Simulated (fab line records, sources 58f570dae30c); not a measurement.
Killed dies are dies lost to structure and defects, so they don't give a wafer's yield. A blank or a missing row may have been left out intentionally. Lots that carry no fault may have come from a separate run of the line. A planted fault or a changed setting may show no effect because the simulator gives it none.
Matching of chambers    flow berkeleyCmos170    UCB170_SPACER_CVD_00 on pecvd-01 has 3 sister chambers
The step deposits SiO2 from TEOS/O2, target thk 376 nm, time 47 s. 3 wafers are shown with their chamber, then 8 later ones without.

== WAFERS WITH THEIR CHAMBER ==
wafer   chamber  heaterPowerW (W)
L222.5  0        376
L222.6  1        252
L224.2  2        221

== WAFERS MISSING THEIR CHAMBER ==
wafer   heaterPowerW (W)
L224.3  256
L224.6  240
L226.1  349
L226.3  294
L226.6  305
L229.2  288
L229.4  345
L229.5  314

== WHICH CHAMBER EACH WENT THROUGH ==
wafer   from the rows above           in truth
L224.3  can't be placed: 1 or 2       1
L224.6  can't be placed: 1 or 2       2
L226.1  can't be placed: 0 or 1       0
L226.3  can't be placed: 1 or 2 or 0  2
L226.6  can't be placed: 1 or 0 or 2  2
L229.2  can't be placed: 1 or 2 or 0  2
L229.4  can't be placed: 0 or 1       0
L229.5  can't be placed: 0 or 1 or 2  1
Placed correctly: 0 of 8. Cannot be placed on the basis of these rows: 8; the candidates contain the true chamber in 8. Placed wrongly: 0.
How it was worked out, from the rows above alone: a wafer's distance from a chamber is the root of the sum, over the readings, of the square of ((its reading less the chamber's mean) divided by the reading's scatter). The wafer belongs to the nearest chamber; if the next one is less than 2 further off, it can't be placed. Each chamber's mean is taken over the wafers shown for it. The scatter (one wafer shown for each chamber): square how far every hidden wafer sits from the nearest shown wafer, average those squares and take the square root.
